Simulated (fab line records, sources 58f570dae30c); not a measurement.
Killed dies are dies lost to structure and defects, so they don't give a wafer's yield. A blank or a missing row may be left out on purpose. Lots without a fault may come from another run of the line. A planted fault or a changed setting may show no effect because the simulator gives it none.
One fault seen from 2 desks | flow berkeley_cmos170 | each desk has only its own numbers; what lay behind them comes last

THE METROLOGY DESK
What the gauges read, lot by lot, whatever tool the lot ran on: means of the sampled wafers that have a number. A lot is out of limits, marked OUT, if its mean lies more than 4 standard deviations from the usual mean; the brackets give that distance.
Columns: A = cd_nm at UCB170_M1_CD_MEAS_09, usual 699.9 nm; B = M1_OVL at UCB170_M1_OVL_MEAS_10, usual 0 nm; C = cd_nm at UCB170_M1_CD_MEAS_90, usual 700.6 nm; D = V1_TEOS_THK at UCB170_V1_THK_MEAS_01, usual 1996 nm; E = V1_BOW at UCB170_V1_BOW_MEAS_03, usual 19 um
lot  | first seen here | A     | B   | C     | D    | E
L671 | day 8 07:08     | 699.9 | 2   | 701.7 | 1974 | 31
L673 | day 8 07:53     | 701.7 | -10 | 702.3 | 1974 | 14
L677 | day 9 07:50     | 700.1 | 2   | 700.1 | 2008 | 21
L679 | day 9 07:53     | 699.8 | -2  | 702.7 | 1979 | 14
L685 | day 10 19:03    | 701.8 | -0  | 704.2 | 2013 | 15
L690 | day 11 15:55    | 701.1 | 1   | 698.2 | 1983 | 11
This desk's finding: nothing out of limits on any of the 6 lots.

THE TOOL OWNER'S DESK: cmp-02
The tool's own readings at UCB170_V1_CMP_02 (polishes SiO2): means of the sampled wafers that have a number, for each lot that ran on this tool. A lot is out of limits, marked OUT, if its mean lies more than 4 standard deviations from the usual mean; the brackets give that distance.
Columns: A = motor_current_A at UCB170_V1_CMP_02, usual 16.7 A; B = platen_rpm at UCB170_V1_CMP_02, usual 60.00 rpm
lot  | first seen here | A    | B
L671 | day 8 13:11     | 16.0 | 60.01
L673 | day 8 13:59     | 16.3 | 59.96
L677 | day 9 09:58     | 17.0 | 56.04 (-94) OUT
L679 | day 9 12:07     | 16.4 | 58.02 (-47) OUT
This desk's finding: out of limits on L677, L679; first on L677, day 9 09:58 (platen_rpm at UCB170_V1_CMP_02). In limits: L671, L673.

PUT TOGETHER
The tool owner's desk could have raised an alarm at day 9 09:58, on L677, L679.
The metrology desk saw nothing out of limits.
The metrology desk has L677, L679 on record, within its limits.
Of the lots named, all ran UCB170_V1_CMP_02 on cmp-02.

WHAT THE SIMULATOR HAD PUT IN
Process parameter drift: cmp-02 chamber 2, from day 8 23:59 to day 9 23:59, at UCB170_V1_CMP_02. Setting platen_rpm, moved by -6, from 60. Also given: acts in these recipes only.
Lots struck among those shown: L677, L679.
Hours from the fault's start to each desk's first reading out of limits: the tool owner's desk, 10.
